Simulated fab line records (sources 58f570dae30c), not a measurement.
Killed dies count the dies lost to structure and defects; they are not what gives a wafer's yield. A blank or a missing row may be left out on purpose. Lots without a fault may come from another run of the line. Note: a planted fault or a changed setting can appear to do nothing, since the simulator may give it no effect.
Which tool was responsible?    flow berkeley-cmos170    21 wafers from 7 lots sampled at 2 of the route's 331 steps

## WHAT EACH GAUGE READ, for each wafer
UCB170_NWELL_THK_MEAS_05.
lot   measured     on             NWELL_NITRIDE_THK (nm)
L242  day 2 13:37  film-metro-01  223.5 225.9 224.9
L245  day 3 13:13  film-metro-04  228.9 226.2 227.9
L251  day 4 17:41  film-metro-03  225.0 224.2 221.4
L254  day 5 11:10  film-metro-03  224.8 224.8 223.5
L258  day 6 00:05  film-metro-03  226.3 226.8 225.9
L260  day 6 09:58  film-metro-03  226.0 225.7 225.4
L263  day 6 23:57  film-metro-04  229.4 228.3 229.9

## EACH LOT AND THE TOOL THAT RAN IT (in order: tool; ch and the chambers of the sampled wafers; start)
lot   UCB170_NWELL_CVD_04
L242  lpcvd-02 ch 1, day 2 11:40
L245  lpcvd-01 ch 0, day 3 11:17
L251  lpcvd-01 ch 1, day 4 15:44
L254  lpcvd-02 ch 0, day 5 09:13
L258  lpcvd-01 ch 1, day 5 21:07
L260  lpcvd-01 ch 0, day 6 08:01
L263  lpcvd-01 ch 1, day 6 22:00
- UCB170_NWELL_CVD_04: deposits Si3N4 from SiH2Cl2/NH3, target thk 224 nm, time 3360 s.

## THE ANSWER, worked out from the rows above alone
Rule: usual is defined by the lots themselves. The widest of any qualifying gaps counts: lots, ordered by their means at a reading, are off when they make up no more than a third of the lots, leave a main group of 4 or more, and stand apart from it by 3 or more times the standard deviation of that group's means. Not used: any main group whose means are identical at the precision the tables above print for the reading. Also off: a lot with no number at a reading for which 4 or more lots have one. Where the step has rows for the other lots, those lots are counted as sound.
Nothing can be told from this: no lot is off at any reading shown.

## WHAT THE SIMULATOR HAD PUT IN
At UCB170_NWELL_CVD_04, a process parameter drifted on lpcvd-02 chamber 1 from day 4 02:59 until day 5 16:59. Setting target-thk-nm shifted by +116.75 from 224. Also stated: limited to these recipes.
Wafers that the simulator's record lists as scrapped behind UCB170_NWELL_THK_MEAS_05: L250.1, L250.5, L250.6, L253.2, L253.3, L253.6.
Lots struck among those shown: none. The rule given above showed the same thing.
